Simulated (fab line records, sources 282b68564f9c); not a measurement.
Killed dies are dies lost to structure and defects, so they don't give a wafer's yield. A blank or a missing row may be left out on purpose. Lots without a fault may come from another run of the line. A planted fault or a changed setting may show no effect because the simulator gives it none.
A struck lot beside a sound one | flow rit_cmos | 19 steps out of a route of 202
Sound: wafers L979.1, L979.2, L979.6. Struck: wafers L987.2, L987.4, L987.5. The cause comes at the end.
At each step with rows: each side's tool, then ch and its chambers, then its first start. Under that, the readings that differ: sound wafers | struck wafers | difference of the means | sigmas: that difference in standard deviations of wafers without a fault.
alike: readings whose means differ by less than 2 such deviations, and words and numbers that are the same on both sides. not compared: withheld readings, readings that some wafer has no value for, bounds like >300 that may hide the same value, and numbers for which the record gives no deviation and whose values overlap.
The two part at a step that has a row with sigmas, a row that says differs or no value, or rows on one side only. Numbers that don't overlap but have no deviation are shown without sigmas and don't part them. A reading that every wafer of one side lacks parts them only if that side has two wafers or more.

first, 3 steps without rows for these wafers: RIT_GATE_CLEAN_02 (cleans in dHF, time 30 s); RIT_GATE_CLEAN_03 (cleans in SC2, time 600 s); RIT_GATE_CLEAN_04 (cleans in dHF, time 60 s).
RIT_FOX2_THK_MEAS_91:
  sound on film_metro-01, day 3 04:38; struck on film_metro-01, day 4 19:39
  reading                     | sound       | struck      | difference | sigmas
  FIELD_OXIDE_LEFT_2_THK (nm) | 263 267 266 | 252 247 250 | -16        | -2
then, 2 steps without rows for these wafers: RIT_GATE_OXIDATION_05 (target thk 3 nm, ox time 270 s); RIT_GATE_ANNEAL_06 (time 600 s).
RIT_GATE_THK_MEAS_07:
  sound on film_metro-04, day 3 06:37; struck on film_metro-03, day 4 21:02
  alike: GATE_OXIDE_THK
then, 1 step without rows for these wafers: RIT_GATE_CVD_08 (deposits poly-Si from SiH4, target thk 250 nm, time 2220 s).
RIT_GATE_THK_MEAS_09:
  sound on film_metro-01, day 3 08:17; struck on film_metro-01, day 4 22:43
  alike: GATE_POLY_THK
then, 3 steps without rows for these wafers: RIT_GATE_HMDS_10 (prime time 60 s); RIT_GATE_COAT_11 (resist thk 850 nm); RIT_GATE_SOFTBAKE_12 (time 60 s).
RIT_GATE_EXPOSE_13: exposes mask M6, target cd 150 nm.
  sound on iline_stepper-02 ch 0, day 3 09:04; struck on iline_stepper-01 ch 0, day 4 23:18
  reading                      | sound                | struck            | difference | sigmas
  model.GATE.overlay_x_nm (nm) | 0.3606 0.3606 0.3606 | 130.3 130.3 130.3 | +129.9     |
  alike: mask, focus_offset_nm
then, 2 steps without rows for these wafers: RIT_GATE_PEB_14; RIT_GATE_DEVELOP_15 (develop time 50 s).
RIT_GATE_CD_MEAS_16: target cd 150 nm.
  sound on cd_sem-02, day 3 09:28; struck on cd_sem-02, day 4 23:42
  alike: cd_nm
RIT_GATE_OVL_MEAS_17:
  sound on overlay-01, day 3 09:35; struck on overlay-01, day 4 23:49
  reading       | sound          | struck            | difference | sigmas
  GATE_OVL (nm) | -1.4 -2.2 -0.2 | 130.6 131.8 129.5 | +131.9     | +99 or more
then, 1 step without rows for these wafers: RIT_GATE_HARDBAKE_18 (time 60 s).
RIT_M1_PROBE_99:
  sound on prober-02, day 4 06:29; struck on prober-02, day 5 19:53
  reading                                                 | sound                | struck               | difference | sigmas
  model.etest.pldd.width_nm (nm)                          | 3184 3191 3182       | 3145 3139 3163       | -37        |
  model.etest.nldd.width_nm (nm)                          | 3168 3198 3195       | 3157 3150 3133       | -40        |
  model.etest.select_edge_diode_p.leak_log10_a (angstrom) | -10.21 -10.35 -10.32 | -7.484 -6.96 -6.595  | +3.280     |
  model.etest.select_edge_diode_n.leak_log10_a (angstrom) | -9.77 -9.754 -10.02  | -7.169 -6.52 -6.115  | +3.247     |
  model.etest.gate_end_array.leak_log10_a_um              | -12.87 -12.81 -12.77 | -12.16 -12.12 -11.95 | +0.74      |
  alike: killed_at_front_end, killed_dies, killed_open, killed_short

WHERE THEY PART
First at RIT_FOX2_THK_MEAS_91; last, within this record, at RIT_GATE_OVL_MEAS_17. Later steps at which nothing parts them and some readings are alike: RIT_M1_PROBE_99.

WHY: what the simulator had put in
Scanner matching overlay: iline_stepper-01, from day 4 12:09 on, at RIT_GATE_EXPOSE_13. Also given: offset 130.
